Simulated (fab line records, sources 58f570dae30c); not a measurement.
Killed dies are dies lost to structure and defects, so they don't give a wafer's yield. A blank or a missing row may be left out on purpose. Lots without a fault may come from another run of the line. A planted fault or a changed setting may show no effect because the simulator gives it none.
Split-lot experiment | flow berkeley_cmos170 | 5 lots, 23 wafers read, on a route of 331 steps

THE SPLIT
At UCB170_PVT_IMPLANT_07, the setting energy_kev was moved away from the recipe's 30 on 7 of the 23 wafers read, by -2.6% to +5.1%. The other wafers ran this setting at the recipe's value.

The reading is taken at the split's own step.

THE READING
implant.drp_nm (the simulator's own value, which no gauge read), in nm, at UCB170_PVT_IMPLANT_07. The file gives no usual value for it.

wafer  | tool, chamber at the split | energy_kev as run | against the recipe | implant.drp_nm, nm | against lot-mates on the recipe
L075.1 | implanter-01, 0            | 30                | recipe             | 16.56              | -
L075.2 | implanter-01, 0            | 30                | recipe             | 16.56              | -
L075.6 | implanter-01, 0            | 30                | recipe             | 16.56              | -
L075.3 | implanter-01, 0            | 29.23             | -2.6%              | 16.3               | -0.26
L075.4 | implanter-01, 0            | 29.23             | -2.6%              | 16.3               | -0.26
L077.1 | implanter-03, 0            | 29.39             | -2.0%              | 16.36              | -0.20
L077.2 | implanter-03, 0            | 29.39             | -2.0%              | 16.36              | -0.20
L077.6 | implanter-03, 0            | 29.39             | -2.0%              | 16.36              | -0.20
L077.4 | implanter-03, 0            | 30                | recipe             | 16.56              | -
L077.5 | implanter-03, 0            | 30                | recipe             | 16.56              | -
L076.1 | implanter-04, 0            | 30                | recipe             | 16.56              | -
L076.2 | implanter-04, 0            | 30                | recipe             | 16.56              | -
L076.4 | implanter-04, 0            | 30                | recipe             | 16.56              | -
L076.5 | implanter-04, 0            | 30                | recipe             | 16.56              | -
L076.6 | implanter-04, 0            | 30                | recipe             | 16.56              | -
L079.1 | implanter-04, 0            | 30                | recipe             | 16.56              | -
L079.2 | implanter-04, 0            | 30                | recipe             | 16.56              | -
L079.6 | implanter-04, 0            | 30                | recipe             | 16.56              | -
L079.4 | implanter-04, 0            | 31.52             | +5.1%              | 17.27              | +0.71
L079.5 | implanter-04, 0            | 31.52             | +5.1%              | 17.27              | +0.71
L083.2 | implanter-04, 0            | 30                | recipe             | 16.56              | -
L083.3 | implanter-04, 0            | 30                | recipe             | 16.56              | -
L083.5 | implanter-04, 0            | 30                | recipe             | 16.56              | -

THE FIT
A straight line over all 23 wafers: implant.drp_nm changes by +0.127 nm for each +1% of energy_kev; r = +0.99; the points scatter about the line by 0.03 nm.
The same after taking each lot's own level away (the mean of its wafers on the recipe; 23 wafers): +0.127 nm for each +1%; r = +0.99; scatter 0.03 nm.
On that fit, the largest move of energy_kev shifts the reading by 0.64 nm.
The lots' own levels span 16.560 to 16.560 nm.
So the lot-to-lot level changes the slope little: the two slopes agree.
Check: with one of the wafers moved furthest among these (+5.1%) left out of the fit, the line predicts +0.633 nm for it against its lot-mates. It came out at +0.71 nm against them.

OTHER SPLITS ON THESE WAFERS
These wafers also went through other splits before the reading. Each is held against what the fit with the lots' levels taken away leaves over:
other split on the same wafers        | wafers away from the commonest value | r with implant.drp_nm (lot level and that fit taken away)
UCB170_NWELL_OXIDATION_01 temp_c      | 15                                   | -0.32
UCB170_NWELL_PEB_10 peb_temp_c        | 6                                    | +0.24
UCB170_PWELL_CVD_05 sih2cl2_flow_sccm | 10                                   | -0.30
UCB170_PWELL_EXPOSE_10 dose_mj        | 2                                    | +0.15
UCB170_ACTIVE_COAT_08 spin_rpm        | 8                                    | -0.24
UCB170_ACTIVE_ETCH_15 rf_w            | 4                                    | +0.24
UCB170_PFIELD_IMPLANT_07 energy_kev   | 8                                    | -0.11

THE WHOLE CHAIN: every reading that the file lists as answering this split, in the file's order
step                  | what it does | reading                                                         | change (the file's fit)               | r (the file's)
UCB170_PVT_IMPLANT_07 |              | implant.rp_nm (the simulator's own value, which no gauge read)  | +0.316 nm for each +1% of the setting | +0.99
UCB170_PVT_IMPLANT_07 |              | implant.drp_nm (the simulator's own value, which no gauge read) | +0.127 nm for each +1% of the setting | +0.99

THE FILE'S OWN FIT
implant.drp_nm changes by +0.127 nm for each +1% of energy_kev, r = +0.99.
